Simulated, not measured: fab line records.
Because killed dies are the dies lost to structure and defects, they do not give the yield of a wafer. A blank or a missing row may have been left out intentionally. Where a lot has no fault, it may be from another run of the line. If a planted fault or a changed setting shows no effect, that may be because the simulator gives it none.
fab line records -- flow ritCmos
record lots=6, wafers=18, lastDay=7
route steps=202 shown PLDD@124 SPACER@125 NSD@131 PSD@142 M1@202
lots with no fault: from the same line, run without faults
startH: the number of hours between the record's first day and the start of the first shown wafer of the lot -- waitH: how many hours have passed since the lot's step before this one -- " as in the row above -- L1.1+2: several wafers, shown together as one row -- - no value, or no start given -- * or withheld: withheld -- < > ~ a bound
route shown NAME@n: names a module that has steps shown in the file, with the first one's number in the route -- usual: mean/standard deviation taken from wafers without a fault -- same: alike in all rows -- chamber/n: place in a boat -- sites: per-site readings -- _std_site: the values' standard deviation -- _edge_site: outer sites' mean less inner sites' -- radiusMm: how far each site lies from the wafer's centre -- mask NAME#n: copy n -- behind: the last tool/chamber to shape the wafer -- hold: reason for holding the lot/hours on hold/outcome of the hold -- device: which transistor (n, p or np) failed to switch -- end of line: the route-end tests of the same wafers -- a step given without rows: its recipe and nothing more -- killed: dies lost to structure and defects at the first sort, not the wafer's yield -- map: shows each die of a wafer: x if killed, . if not, _ if none is there
set.NAME: the setting the step ran with; set.NAME@STEP: the setting that earlier step ran with -- model.NAME: the simulator's own value behind a step, which no gauge read
lots seen at some steps along the route; tables by step, rows by wafer
services: when a tool's chamber went out of use (startH, in hours from the record's first day, below 0 if earlier), for how many hours, and the reason
## steps
# step RIT_PLDD_TW_MEAS_10
# usual PLDD_TW=2333/13
lot.wafer,tool,chamber,startH,waitH,PLDD_TW
L152.3,filmMetro-01,-,53.10,0.1,2338
L152.5,filmMetro-01,-,53.10,0.1,2363
L152.6,filmMetro-01,-,53.10,0.1,2340
L159.2,filmMetro-02,-,93.45,0.1,2348
L159.3,filmMetro-02,-,93.45,0.1,2337
L159.4,filmMetro-02,-,93.45,0.1,2331
L161.2,filmMetro-04,-,97.68,0.1,2335
L161.3,filmMetro-04,-,97.68,0.1,2346
L161.5,filmMetro-04,-,97.68,0.1,2341
L162.2,filmMetro-01,-,112.97,0.1,2332
L162.3,filmMetro-01,-,112.97,0.1,2339
L162.4,filmMetro-01,-,112.97,0.1,2330
L166.2,filmMetro-01,-,134.16,0.1,2329
L166.4,filmMetro-01,-,134.16,0.1,2334
L166.6,filmMetro-01,-,134.16,0.1,2328
L170.1,filmMetro-04,-,157.78,0.1,2317
L170.2,filmMetro-04,-,157.78,0.1,2322
L170.3,filmMetro-04,-,157.78,0.1,2314
# step RIT_SPACER_CLEAN_00
# recipe chemistry=SC1, mix=3:3:50, timeS=600, tempC=75
# step RIT_SPACER_CLEAN_01
# recipe chemistry=dHF, dilution=50:1, timeS=30
# step RIT_SPACER_CLEAN_02
# recipe chemistry=SC2, mix=3:3:50, timeS=600, tempC=75, dry=n2Spin
# step RIT_SPACER_CVD_03
# recipe material=Si3N4, targetThkNm=250, tempC=810, precursor=SiH2Cl2/NH3, timeS=3300, pressureMtorr=308.2, sih2cl2FlowSccm=60, nh3FlowSccm=150
# step RIT_SPACER_THK_MEAS_04
# recipe reads=Si3N4_of_SPACER_CVD_03
# usual SPACER_NITRIDE_THK=251.2/2.7
lot.wafer,tool,chamber,startH,waitH,SPACER_NITRIDE_THK[nm]
L152.3,filmMetro-02,-,55.44,0.0,249.6
L152.5,filmMetro-02,-,55.44,0.0,250.2
L152.6,filmMetro-02,-,55.44,0.0,250.9
L159.2,filmMetro-04,-,95.81,0.0,249.9
L159.3,filmMetro-04,-,95.81,0.0,250.3
L159.4,filmMetro-04,-,95.81,0.0,249.7
L161.2,filmMetro-02,-,100.13,0.1,248.5
L161.3,filmMetro-02,-,100.13,0.1,250.1
L161.5,filmMetro-02,-,100.13,0.1,250.8
L162.2,filmMetro-02,-,115.32,0.0,251.7
L162.3,filmMetro-02,-,115.32,0.0,254.6
L162.4,filmMetro-02,-,115.32,0.0,253.8
L166.2,filmMetro-02,-,136.50,0.0,249.5
L166.4,filmMetro-02,-,136.50,0.0,251.7
L166.6,filmMetro-02,-,136.50,0.0,251.7
L170.1,filmMetro-03,-,160.16,0.0,246.5
L170.2,filmMetro-03,-,160.16,0.0,248.6
L170.3,filmMetro-03,-,160.16,0.0,246.2
# step RIT_SPACER_ETCHBACK_05
# recipe targetDepthA=2500, SF6_flow_sccm=30, CHF3_flow_sccm=30, target=Si3N4, chemistry=SF6/CHF3, pressureMtorr=40, rfW=250, timeS=240, stopOn=SiO2
# usual drypumpMotorCurrentA=5.8/0.4, oesProductAu=0.842/0.013, throttleValvePct=10.26/0.11
lot.wafer,tool,chamber,startH,waitH,drypumpMotorCurrentA,oesProductAu,rfHoursCounterH,throttleValvePct
L152.3,rieDiel-02,3,55.48,0.0,5.3,0.827,13,10.11
L152.5,rieDiel-02,2,55.48,0.0,5.8,0.848,-,10.22
L152.6,rieDiel-02,1,55.48,0.0,6.5,0.845,-,10.08
L159.2,rieDiel-03,2,95.86,0.0,6.3,0.824,0,10.30
L159.3,rieDiel-03,3,95.86,0.0,5.9,0.848,109,10.17
L159.4,rieDiel-03,1,95.86,0.0,5.7,0.832,125,10.22
L161.2,rieDiel-04,1,100.18,0.0,5.0,0.850,20,10.38
L161.3,rieDiel-04,0,100.18,0.0,5.8,0.848,56,10.35
L161.5,rieDiel-04,3,100.18,0.0,5.6,0.819,-,10.36
L162.2,rieDiel-03,0,115.37,0.0,6.2,0.853,110,10.27
L162.3,rieDiel-03,1,115.37,0.0,5.7,0.848,125,10.22
L162.4,rieDiel-03,3,115.37,0.0,6.0,0.846,109,10.18
L166.2,rieDiel-02,3,136.55,0.0,5.3,0.834,15,10.11
L166.4,rieDiel-02,2,136.55,0.0,5.8,0.850,135,10.25
L166.6,rieDiel-02,2,136.55,0.0,5.7,0.859,-,10.24
L170.1,rieDiel-02,0,160.22,0.1,5.9,0.837,9,10.40
L170.2,rieDiel-02,1,160.22,0.1,6.5,0.831,3,10.08
L170.3,rieDiel-02,3,160.22,0.1,5.3,0.820,15,10.10
# step RIT_NSD_HMDS_00
# recipe primeTimeS=60, primeTempC=140
# step RIT_NSD_COAT_01
# recipe resist=NOVOLAK, spinRpm=3250, resistThkNm=1000
# step RIT_NSD_SOFTBAKE_02
# recipe resist=NOVOLAK, tempC=90, timeS=60
# step RIT_NSD_EXPOSE_03
# recipe maskId=M9, na=0.57, targetCdNm=40700, doseMj=250
# step RIT_NSD_PEB_04
# recipe resist=NOVOLAK, tempC=withheld, timeS=withheld
# step RIT_NSD_DEVELOP_05
# recipe resist=NOVOLAK, developTimeS=50, devTempC=23
# usual chillPlateTempC=22.99/0.1
lot.wafer,tool,chamber,startH,waitH,chillPlateTempC
L152.3,lithoTrack-03,0,56,-,22.79
L152.5,lithoTrack-03,0,56,-,22.84
L152.6,lithoTrack-03,0,56,-,22.93
L159.2,lithoTrack-04,0,96,-,22.98
L159.3,lithoTrack-04,0,96,-,23.01
L159.4,lithoTrack-04,0,96,-,23.00
L161.2,lithoTrack-03,0,101,-,23.11
L161.3,lithoTrack-03,0,101,-,23.02
L161.5,lithoTrack-03,0,101,-,23.07
L162.2,lithoTrack-03,0,116,-,22.96
L162.3,lithoTrack-03,0,116,-,22.92
L162.4,lithoTrack-03,0,116,-,22.94
L166.2,lithoTrack-04,0,137,-,23.17
L166.4,lithoTrack-04,0,137,-,23.05
L166.6,lithoTrack-04,0,138,-,23.15
L170.1,lithoTrack-04,0,161,-,23.05
L170.2,lithoTrack-04,0,161,-,23.05
L170.3,lithoTrack-04,0,161,-,22.80
# step RIT_NSD_OVL_MEAS_06
# usual NSD_OVL=-1.0/1.3
lot.wafer,tool,chamber,startH,waitH,NSD_OVL[nm]
L152.3,overlay-02,-,56.62,-,-2.2
L152.5,overlay-02,-,56.62,-,-2.8
L152.6,overlay-02,-,56.62,-,-1.6
L159.2,overlay-02,-,96.86,-,-1.3
L159.3,overlay-02,-,96.86,-,-1.4
L159.4,overlay-02,-,96.86,-,-1.9
L161.2,overlay-02,-,101.19,-,-1.6
L161.3,overlay-02,-,101.19,-,-1.5
L161.5,overlay-02,-,101.19,-,-1.8
L162.2,overlay-01,-,116.37,-,-1.3
L162.3,overlay-01,-,116.37,-,0.3
L162.4,overlay-01,-,116.37,-,-0.5
L166.2,overlay-02,-,138.04,-,-2.1
L166.4,overlay-02,-,138.04,-,-2.1
L166.6,overlay-02,-,138.04,-,-1.7
L170.1,overlay-02,-,161.39,-,-1.1
L170.2,overlay-02,-,161.39,-,-2.9
L170.3,overlay-02,-,161.39,-,-1.5
# step RIT_NSD_HARDBAKE_07
# recipe resist=NOVOLAK, tempC=140, timeS=60
# step RIT_NSD_IMPLANT_08
# recipe species=P, energyKev=25, doseCm2=1e+15, tiltDeg=7
# step RIT_NSD_STRIP_09
# recipe chemistry=O2, timeS=180, resist=NOVOLAK, platenTempC=withheld, powerW=500, pressureMtorr=4000, o2FlowSccm=4000
# usual drypumpMotorCurrentA=5.7/0.43
lot.wafer,tool,chamber,startH,waitH,drypumpMotorCurrentA,rfHoursCounterH
L152.3,plasmaAsher-04,1,57.00,0.1,5.2,-
L152.5,plasmaAsher-04,0,57.00,0.1,5.3,-
L152.6,plasmaAsher-04,1,57.00,0.1,5.2,-
L159.2,plasmaAsher-03,1,97.19,0.1,6.4,27
L159.3,plasmaAsher-03,0,97.19,0.1,6.0,-
L159.4,plasmaAsher-03,1,97.19,0.1,6.4,-
L161.2,plasmaAsher-03,0,101.52,0.1,6.0,27
L161.3,plasmaAsher-03,1,101.52,0.1,6.4,-
L161.5,plasmaAsher-03,0,101.52,0.1,6.0,-
L162.2,plasmaAsher-03,1,116.70,0.1,6.4,29
L162.3,plasmaAsher-03,1,116.70,0.1,6.4,-
L162.4,plasmaAsher-03,0,116.70,0.1,6.1,-
L166.2,plasmaAsher-01,1,138.55,0.1,5.5,2
L166.4,plasmaAsher-01,0,138.55,0.1,5.8,-
L166.6,plasmaAsher-01,0,138.55,0.1,5.8,-
L170.1,plasmaAsher-03,1,161.85,0.1,6.4,34
L170.2,plasmaAsher-03,0,161.85,0.1,6.0,34
L170.3,plasmaAsher-03,1,161.85,0.1,6.4,-
# step RIT_NSD_TW_MEAS_10
# usual NSD_TW=3105/18
lot.wafer,tool,chamber,startH,waitH,NSD_TW
L152.3,filmMetro-02,-,57.14,0.1,3103
L152.5,filmMetro-02,-,57.14,0.1,3109
L152.6,filmMetro-02,-,57.14,0.1,3117
L159.2,filmMetro-02,-,97.38,0.1,3115
L159.3,filmMetro-02,-,97.38,0.1,3128
L159.4,filmMetro-02,-,97.38,0.1,3116
L161.2,filmMetro-02,-,101.70,0.1,30
L161.3,filmMetro-02,-,101.70,0.1,30
L161.5,filmMetro-02,-,101.70,0.1,30
L162.2,filmMetro-02,-,116.89,0.1,30
L162.3,filmMetro-02,-,116.89,0.1,30
L162.4,filmMetro-02,-,116.89,0.1,30
L166.2,filmMetro-01,-,138.74,0.1,3106
L166.4,filmMetro-01,-,138.74,0.1,3100
L166.6,filmMetro-01,-,138.74,0.1,3099
L170.1,filmMetro-01,-,162.03,0.1,3090
L170.2,filmMetro-01,-,162.03,0.1,3103
L170.3,filmMetro-01,-,162.03,0.1,3098
# step RIT_PSD_HMDS_00
# recipe primeTimeS=60, primeTempC=140
# step RIT_M1_PROBE_99
# usual killed_at_M0_to_M3=0.0/0.12, killedAtFrontEnd=6.6/2.9, killedDies=6.7/3, killedOnRim=1.7/1.4, killedOpen=3.5/2.1, killedShort=3.2/1.8
# same grossDies=264, killed_at_M4_up=0, killedAtBackSide=0, killedAtContacts=0, killedAtOther=0
lot.wafer,tool,chamber,startH,waitH,killed_at_M0_to_M3,killedAtFrontEnd,killedDies,killedOnRim,killedOpen,killedShort
L159.2,prober-02,-,106.69,0.1,0,6,6,2,4,2
L159.3,prober-02,-,106.74,0.2,0,10,10,2,8,2
L159.4,prober-02,-,106.79,0.2,0,13,13,3,9,4
L161.2,prober-02,-,112.56,0.1,0,264,264,70,2,3
L161.3,prober-02,-,112.61,0.2,0,264,264,70,3,4
L161.5,prober-02,-,112.71,0.2,0,264,264,70,4,5
L162.2,prober-01,-,126.90,0.1,0,264,264,70,1,3
L162.3,prober-01,-,126.95,0.2,0,264,264,70,4,4
L162.4,prober-01,-,127.00,0.2,1,263,264,70,4,3
L166.2,prober-02,-,148.73,0.1,0,7,7,0,6,1
L166.4,prober-02,-,148.83,0.2,0,7,7,3,3,4
L166.6,prober-02,-,148.93,0.2,0,6,6,2,4,2
# killed by level:class
L159.2 GATE:geometricParticle:open=2 FOX2:geometricParticle:short=1 GATE:geometricParticle:short=1 REOX:geometricParticle:open=1 SPACER:geometricParticle:open=1
L159.3 GATE:geometricParticle:open=4 GATE:geometricParticle:short=2 FOX1:geometricParticle:open=1 REOX:geometricParticle:open=1 SPACER:geometricParticle:open=1 SILICIDE:geometricParticle:open=1
L159.4 REOX:geometricParticle:open=4 FOX1:geometricParticle:open=2 FOX1:geometricParticle:short=1 GATE:geometricParticle:open=1 GATE:geometricParticle:short=1 REOX:geometricParticle:short=1 SPACER:geometricParticle:short=1 SPACER:geometricParticle:open=1
L161.2 NSD:areaDevelop=259 SPACER:geometricParticle:short=2 FOX1:geometricParticle:open=1 FOX2:geometricParticle:open=1 GATE:geometricParticle:short=1
L161.3 NSD:areaDevelop=257 FOX1:geometricParticle:short=1 FOX2:geometricParticle:short=1 GATE:geometricParticle:open=1 REOX:geometricParticle:short=1 SPACER:geometricParticle:short=1 SPACER:geometricParticle:open=1 SILICIDE:geometricParticle:open=1
L161.5 NSD:areaDevelop=255 GATE:geometricParticle:open=3 GATE:geometricParticle:short=2 FOX1:geometricParticle:short=1 FOX2:geometricParticle:short=1 REOX:geometricParticle:open=1 SPACER:geometricParticle:short=1
L162.2 NSD:areaDevelop=260 GATE:geometricParticle:short=3 GATE:geometricParticle:open=1
L162.3 NSD:areaDevelop=256 GATE:geometricParticle:open=2 REOX:geometricParticle:open=2 FOX2:geometricParticle:short=1 GATE:geometricParticle:short=1 REOX:geometricParticle:short=1 SILICIDE:geometricParticle:short=1
L162.4 NSD:areaDevelop=257 GATE:geometricParticle:open=3 FOX2:geometricParticle:short=1 GATE:geometricParticle:short=1 REOX:geometricParticle:open=1 M1:geometricParticle:short=1
L166.2 SPACER:geometricParticle:open=3 FOX2:geometricParticle:open=2 FOX2:geometricParticle:short=1 SILICIDE:geometricParticle:open=1
L166.4 GATE:geometricParticle:short=2 GATE:geometricParticle:open=2 FOX1:geometricParticle:short=1 SPACER:geometricParticle:open=1 SILICIDE:geometricParticle:short=1
L166.6 FOX1:geometricParticle:short=2 GATE:geometricParticle:open=2 REOX:geometricParticle:open=1 SILICIDE:geometricParticle:open=1
# map L161.2 (x killed, . not)
________xxxxxxx_______
_____xxxxxxxxxxxxx____
____xxxxxxxxxxxxxxx___
___xxxxxxxxxxxxxxxxx__
__xxxxxxxxxxxxxxxxxxx_
__xxxxxxxxxxxxxxxxxxx_
_xxxxxxxxxxxxxxxxxxxxx
_xxxxxxxxxxxxxxxxxxxxx
_xxxxxxxxxxxxxxxxxxxxx
_xxxxxxxxxxxxxxxxxxxxx
__xxxxxxxxxxxxxxxxxxx_
__xxxxxxxxxxxxxxxxxxx_
___xxxxxxxxxxxxxxxxx__
____xxxxxxxxxxxxxxx___
_____xxxxxxxxxxxxx____
________xxxxxxx_______
# map L162.2 (x killed, . not)
________xxxxxxx_______
_____xxxxxxxxxxxxx____
____xxxxxxxxxxxxxxx___
___xxxxxxxxxxxxxxxxx__
__xxxxxxxxxxxxxxxxxxx_
__xxxxxxxxxxxxxxxxxxx_
_xxxxxxxxxxxxxxxxxxxxx
_xxxxxxxxxxxxxxxxxxxxx
_xxxxxxxxxxxxxxxxxxxxx
_xxxxxxxxxxxxxxxxxxxxx
__xxxxxxxxxxxxxxxxxxx_
__xxxxxxxxxxxxxxxxxxx_
___xxxxxxxxxxxxxxxxx__
____xxxxxxxxxxxxxxx___
_____xxxxxxxxxxxxx____
________xxxxxxx_______
## services
tool,chamber,startH,hours,kind
rieDiel-02,2,33.54,7.4,repair
plasmaAsher-03,-,42.53,45.4,repair
rieDiel-03,2,51.93,-,clean
rieDiel-03,2,51.93,17.4,scheduledDown
rieDiel-03,2,51.93,17.4,ventCycle
rieDiel-02,-,53.37,0.7,repair
rieDiel-02,-,60.12,2.8,pm
rieDiel-02,2,66.32,9.4,repair
rieDiel-03,2,81.55,8.1,repair
rieDiel-04,-,90.44,2.9,repair
rieDiel-03,1,104.77,2.6,repair
plasmaAsher-01,-,108.75,9.0,pm
plasmaAsher-01,0,108.75,9.0,ventCycle
plasmaAsher-01,1,108.75,9.0,ventCycle
plasmaAsher-01,0,117.75,-,clean
plasmaAsher-01,1,117.75,-,clean
rieDiel-02,-,124.78,0.1,repair
rieDiel-03,1,134.34,5.9,repair
rieDiel-04,3,147.36,4.4,repair
rieDiel-02,2,159.42,1.4,repair
## key
firstSign step=RIT_NSD_TW_MEAS_10, reading=NSD_TW, direction=down, sigmas=99+, usual=3105, struck=30
effect step=RIT_M1_PROBE_99, reading=killedAtFrontEnd, direction=up, sigmas=87, usual=6.6, struck=263.8
moreKillsBornAt RIT_NSD_DEVELOP_05@lithoTrack-03=1544
metAt RIT_NSD_DEVELOP_05
struckWafers L161.2,L161.3,L161.5,L162.2,L162.3,L162.4
testerLeftOut L161,L162
onsetBetween 56 101
earlierFault kind=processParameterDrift, tool=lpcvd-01, chamber=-, onsetH=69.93, steps=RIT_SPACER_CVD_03, channel=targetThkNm, offset=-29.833, shape=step, endH=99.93, actsIn=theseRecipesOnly, stated=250
fault kind=processParameterDrift, tool=lithoTrack-03, chamber=-, onsetH=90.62, steps=RIT_NSD_DEVELOP_05, channel=developTimeS, offset=*, shape=step, endH=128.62, actsIn=*, stated=*
# testerLeftOut: of these lots the tester's yield and bins aren't shown, on N5 and GAA mostly nor the transistor test; their killed dies are dies lost to structure and defects alone, not to doping, threshold or leakage, so they don't give the yield
